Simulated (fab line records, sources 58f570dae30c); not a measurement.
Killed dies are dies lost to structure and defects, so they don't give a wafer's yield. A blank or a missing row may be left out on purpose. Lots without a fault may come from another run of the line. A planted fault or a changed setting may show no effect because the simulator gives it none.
A struck lot beside a sound one | flow berkeley_cmos170 | 31 steps out of a route of 331
Sound: wafers L454.1, L454.4, L454.6. Struck: wafers L471.1, L471.4, L471.5. The cause comes at the end.
At each step with rows: each side's tool, then ch and its chambers, then its first start. Under that, the readings that differ: sound wafers | struck wafers | difference of the means | sigmas: that difference in standard deviations of wafers without a fault.
alike: readings whose means differ by less than 2 such deviations, and words and numbers that are the same on both sides. not compared: withheld readings, readings that some wafer has no value for, bounds like >300 that may hide the same value, and numbers for which the record gives no deviation and whose values overlap.
The two part at a step that has a row with sigmas, a row that says differs or no value, or rows on one side only. Numbers that don't overlap but have no deviation are shown without sigmas and don't part them. A reading that every wafer of one side lacks parts them only if that side has two wafers or more.

first, 1 step without rows for these wafers: UCB170_SDANNEAL_RTA_01 (time 5 s).
UCB170_SDANNEAL_RS_MEAS_02: measures by four-point-probe.
  sound on film_metro-02, day 9 01:24; struck on film_metro-02, day 12 20:53
  alike: PSD_RS
UCB170_SDANNEAL_RS_MEAS_03: measures by four-point-probe.
  sound on film_metro-02, day 9 01:31; struck on film_metro-02, day 12 21:00
  alike: NSD_RS
UCB170_SDANNEAL_RS_MEAS_04: measures by four-point-probe.
  sound on film_metro-02, day 9 01:38; struck on film_metro-02, day 12 21:07
  alike: PLDD_RS
UCB170_SDANNEAL_RS_MEAS_05: measures by four-point-probe.
  sound on film_metro-02, day 9 01:46; struck on film_metro-02, day 12 21:14
  alike: NLDD_RS
then, 2 steps without rows for these wafers: UCB170_SILICIDE_PRE_CLEAN_00 (preclean etch time 60 s); UCB170_SILICIDE_SPUTTER_01 (material Ti, target thk 30 nm, time 25 s).
UCB170_SILICIDE_RS_MEAS_02: measures by four-point-probe.
  sound on film_metro-04, day 9 01:58; struck on film_metro-04, day 12 21:27
  reading                 | sound          | struck         | difference | sigmas
  SILICIDE_TI_RS (ohm/sq) | 26.6 26.9 26.6 | 25.6 25.5 25.4 | -1.2       | -3
UCB170_SILICIDE_THK_MEAS_03: measures by xrf.
  sound on film_metro-04, day 9 02:05; struck on film_metro-04, day 12 21:34
  reading              | sound          | struck         | difference | sigmas
  SILICIDE_TI_THK (nm) | 29.1 28.7 28.9 | 30.0 30.3 30.3 | +1.3       | +3
UCB170_SILICIDE_RTA_04: time 15 s.
  sound on rtp_anneal-01 ch 0, day 9 02:09; struck on rtp_anneal-01 ch 0, day 12 21:38
  alike: chamber_o2_ppm, lamp_power_pct, wafer_temp_C_max
then, 2 steps without rows for these wafers: UCB170_SILICIDE_WET_ETCH_05 (etches Ti in SPM, time 45 s); UCB170_CONTACT_CLEAN_00 (cleans in SPM, time 600 s).
UCB170_CONTACT_CVD_01: deposits PSG from SiH4/O2/PH3, target thk 700 nm, time 2820 s.
  sound on lpcvd-01 ch 1, day 9 02:39; struck on lpcvd-01 ch 0, day 12 21:55
  reading                                 | sound         | struck            | difference | sigmas
  model.PSG_of_CONTACT_CVD_01.thk_nm (nm) | 700 704 696.5 | 882.8 875.2 884.5 | +180.7     |
UCB170_CONTACT_THK_MEAS_02:
  sound on film_metro-03, day 9 04:26; struck on film_metro-04, day 12 23:41
  reading              | sound       | struck      | difference | sigmas
  CONTACT_PSG_THK (nm) | 701 703 697 | 883 875 884 | +180       | +31
then, 3 steps without rows for these wafers: UCB170_CONTACT_HMDS_03 (prime time 60 s); UCB170_CONTACT_COAT_04 (resist thk 900 nm); UCB170_CONTACT_SOFTBAKE_05 (time 60 s).
UCB170_CONTACT_STRIP_06: strips in O2.
  sound on plasma_asher-01 ch 0,1, day 9 05:29; struck on plasma_asher-02 ch 0,1, day 13 00:12
  alike: drypump_motor_current_A, oes_product_au, strip_time_to_endpoint_s
  not compared: rf_hours_counter_h
then, 1 step without rows for these wafers: UCB170_CONTACT_CLEAN_07 (cleans in SPM, time 600 s).
UCB170_CONTACT_RTA_08: time 10 s.
  sound on rtp_anneal-01 ch 0, day 9 05:56; struck on rtp_anneal-01 ch 0, day 13 00:29
  alike: chamber_o2_ppm, lamp_power_pct, wafer_temp_C_max
then, 6 steps without rows for these wafers: UCB170_CONTACT_COAT_09; UCB170_CONTACT_COAT_10 (resist thk 900 nm); UCB170_CONTACT_SOFTBAKE_11 (time 60 s); UCB170_CONTACT_EXPOSE_12 (exposes mask CONT, target cd 700 nm); UCB170_CONTACT_PEB_13; UCB170_CONTACT_DEVELOP_14 (develop time 45 s).
UCB170_CONTACT_CD_MEAS_15: target cd 700 nm.
  sound on cd_sem-02, day 9 07:38; struck on cd_sem-01, day 13 01:44
  reading    | sound             | struck            | difference | sigmas
  cd_nm (nm) | 697.6 698.0 696.9 | 701.3 701.1 700.2 | +3.4       | +3
UCB170_CONTACT_OVL_MEAS_16:
  sound on overlay-02, day 9 07:46; struck on overlay-01, day 13 01:51
  alike: CONTACT_OVL
UCB170_CONTACT_ETCH_17: etches BARC in N2/H2.
  sound on rie_diel-02 ch 0,3, day 9 07:47; struck on rie_diel-03 ch 1,2,3, day 13 01:53
  reading                | sound             | struck            | difference | sigmas
  throttle_valve_pct (%) | 12.95 13.17 12.96 | 13.54 13.37 13.30 | +0.38      | +2
  alike: drypump_motor_current_A, oes_product_au
UCB170_CONTACT_ETCH_18: etches PSG in CHF3/CF4/Ar, stops on TiSi2, target depth 840 nm, time 195 s.
  sound on rie_diel-02 ch 0,3; struck on rie_diel-03 ch 1,2,3
  reading                             | sound             | struck            | difference | sigmas
  oes_product_au (a.u.)               | 0.887 0.882 0.889 | 1.023 0.973 0.979 | +0.106     | +8
  model.CONTACT.feature_depth_nm (nm) | 700 704 696.5     | 862 826.8 817.4   | +135       |
  model.etch.depth_nm (nm)            | 700 704 696.5     | 862 826.8 817.4   | +135       |
  alike: drypump_motor_current_A, throttle_valve_pct
  not compared: rf_hours_counter_h
UCB170_CONTACT_STRIP_19: strips in O2.
  sound on plasma_asher-02 ch 0,1, day 9 07:58; struck on plasma_asher-01 ch 0,1, day 13 02:03
  alike: drypump_motor_current_A, oes_product_au
  not compared: rf_hours_counter_h

WHERE THEY PART
First at UCB170_SILICIDE_RS_MEAS_02; last, within this record, at UCB170_CONTACT_ETCH_18. Later steps at which nothing parts them and some readings are alike: UCB170_CONTACT_STRIP_19.

WHY: what the simulator had put in
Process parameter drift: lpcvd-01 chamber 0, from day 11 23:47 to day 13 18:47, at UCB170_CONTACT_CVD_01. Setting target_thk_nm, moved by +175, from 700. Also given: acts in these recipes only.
